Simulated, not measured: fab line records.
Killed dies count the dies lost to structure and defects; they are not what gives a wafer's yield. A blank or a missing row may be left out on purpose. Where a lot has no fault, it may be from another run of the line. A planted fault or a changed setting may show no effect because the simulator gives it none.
A single fault, viewed from 2 desks :: flow berkeley-cmos170 :: each desk holds nothing but its own numbers, with what lay behind them at the end

## TOOL OWNER'S DESK, litho-track-01
The tool's own readings at UCB170_CONTACT_SOFTBAKE_11 (time 60 s): means of the sampled wafers that have a number, for each lot that ran on this tool. Marked OUT: a lot whose mean sits more than 4 standard deviations from the usual mean, which makes it out of limits; the brackets give that distance.
Columns: A = run-length-s at UCB170_CONTACT_SOFTBAKE_11, usual 89.28 s
lot: L511
first seen here: day 7 22:00
A: 88.83

lot: L510
first seen here: day 8 01:00
A: 88.78

lot: L516
first seen here: day 9 11:00
A: 88.89

lot: L518
first seen here: day 10 11:00
A: 88.97

lot: L526
first seen here: day 11 12:00
A: 91.46 (+7.3) OUT

lot: L527
first seen here: day 11 22:00
A: 91.53 (+7.5) OUT
Finding of this desk: L526, L527 out of limits; the first was L526 at day 11 12:00, on run-length-s at UCB170_CONTACT_SOFTBAKE_11. L511, L510, L516, L518 stayed within limits.

## AT THE METROLOGY DESK
Means of the sampled wafers that have a number, per lot and without regard to the tool the lot ran on: this is what the gauges read. Marked OUT: a lot whose mean sits more than 4 standard deviations from the usual mean, which makes it out of limits; the brackets give that distance.
Columns: A = cd-nm at UCB170_PSD_CD_MEAS_06, usual 1200.1 nm
lot: L511
first seen here: day 7 12:59
A: 1201.4

lot: L507
first seen here: day 7 13:05
A: 1199.9

lot: L508
first seen here: day 7 14:47
A: 1200.9

lot: L510
first seen here: day 7 14:56
A: 1201.0

lot: L509
first seen here: day 7 15:35
A: 1199.1

lot: L512
first seen here: day 8 14:54
A: 1202.3

lot: L515
first seen here: day 9 02:07
A: 1198.0

lot: L516
first seen here: day 9 03:12
A: 1201.9

lot: L520
first seen here: day 10 02:23
A: 1198.7

lot: L518
first seen here: day 10 02:43
A: 1200.4

lot: L521
first seen here: day 10 02:59
A: 1200.9

lot: L523
first seen here: day 10 10:13
A: 1199.0

lot: L526
first seen here: day 11 03:27
A: 1200.5

lot: L527
first seen here: day 11 15:14
A: 1198.1
This desk found nothing out of limits on any of the 14 lots.

## BROUGHT TOGETHER
The tool owner's desk had the chance to raise an alarm at day 11 12:00 on L526, L527.
Nothing out of limits was seen by the metrology desk.
The metrology desk holds a record of L526, L527, inside its limits.
UCB170_CONTACT_SOFTBAKE_11 was run on litho-track-01 by each of the lots named.

## WHAT WAS PUT IN BY THE SIMULATOR
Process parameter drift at UCB170_CONTACT_SOFTBAKE_11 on litho-track-01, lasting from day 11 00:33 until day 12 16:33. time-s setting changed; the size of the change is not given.
Struck lots among those shown: L526, L527.
Each desk's first reading out of limits, in hours after the fault started: the tool owner's desk, 11.
